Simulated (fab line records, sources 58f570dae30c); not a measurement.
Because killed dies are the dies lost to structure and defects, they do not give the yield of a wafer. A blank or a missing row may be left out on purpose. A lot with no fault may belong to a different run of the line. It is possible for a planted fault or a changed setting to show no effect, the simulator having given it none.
Which tool did it? -- flow berkeley_cmos170 -- 15 lots, 45 wafers sampled, at 1 step of a route of 331

== WHAT THE GAUGES READ, wafer by wafer ==
The record lacks any reading of a measuring or inspecting step that a usual standard deviation could be used to judge.

== WHAT TOOL EACH LOT RAN ON (gives the tool, then ch and the chambers of the sampled wafers, and finally the start) ==
lot,UCB170_V1_PEB_10
L358,"litho_track-01 ch 0, day 7 22:22"
L359,"litho_track-04 ch 0, day 9 04:00"
L360,"litho_track-01 ch 0, day 9 04:49"
L362,"litho_track-01 ch 0, day 9 23:03"
L364,"litho_track-04 ch 0, day 10 00:40"
L369,"litho_track-01 ch 0, day 11 00:53"
L368,"litho_track-01, day 11 02:00"
L370,"litho_track-04, day 11 14:34"
L371,"litho_track-01, day 11 14:40"
L374,"litho_track-01 ch 0, day 11 21:19"
L378,"litho_track-01 ch 0, day 12 19:35"
L376,"litho_track-01 ch 0, day 12 23:20"
L380,"litho_track-01 ch 0, day 13 00:47"
L379,"litho_track-01 ch 0, day 13 04:00"
L381,"litho_track-01 ch 0, day 13 04:34"
- UCB170_V1_PEB_10

== WHAT THE TOOLS THEMSELVES READ (means of the sampled wafers that have a number; where no wafer has one, the mark that the record gives instead) ==
UCB170_V1_PEB_10. Usual: chill_plate_temp_C 22.98 C, standard deviation 0.1; exhaust_pa 44.8 Pa, standard deviation 0.85.
lot,tool,chill_plate_temp_C (C),exhaust_pa (Pa),flag
L358,litho_track-01,23.00,43.8,
L359,litho_track-04,22.91,45.2,
L360,litho_track-01,23.07,44.2,
L362,litho_track-01,23.00,45.9,
L364,litho_track-04,23.14,43.3,
L369,litho_track-01,23.00,45.0,
L368,litho_track-01,-,-,OFF
L370,litho_track-04,-,-,OFF
L371,litho_track-01,-,-,OFF
L374,litho_track-01,22.86,44.3,
L378,litho_track-01,22.90,43.9,
L376,litho_track-01,22.91,45.2,
L380,litho_track-01,23.09,44.8,
L379,litho_track-01,23.04,45.2,
L381,litho_track-01,22.95,46.0,

== THE ANSWER, worked out from the rows above alone ==
Rule: take the mean of a lot's wafers that have a number; if it is more than 3 standard deviations from the usual mean, the lot is off. Also off: a lot with no number at a reading for which 4 or more lots have one. The other lots that the step has rows for count as sound. First the gauges in route order, then the tools' own readings, where a lot's mean is used as printed above. At the first step where some lot is off, the reading lying furthest off is the one used; lots without a number count as furthest.
Off, at UCB170_V1_PEB_10 on chill_plate_temp_C: L368, L370, L371. Without a number there: L368, L370, L371.
A tool fits if, at that step or a process step before it, it ran every lot that is off, and no sound lot after the first of them. No candidate that was tried fits.

== WHAT THE SIMULATOR HAD PUT IN ==
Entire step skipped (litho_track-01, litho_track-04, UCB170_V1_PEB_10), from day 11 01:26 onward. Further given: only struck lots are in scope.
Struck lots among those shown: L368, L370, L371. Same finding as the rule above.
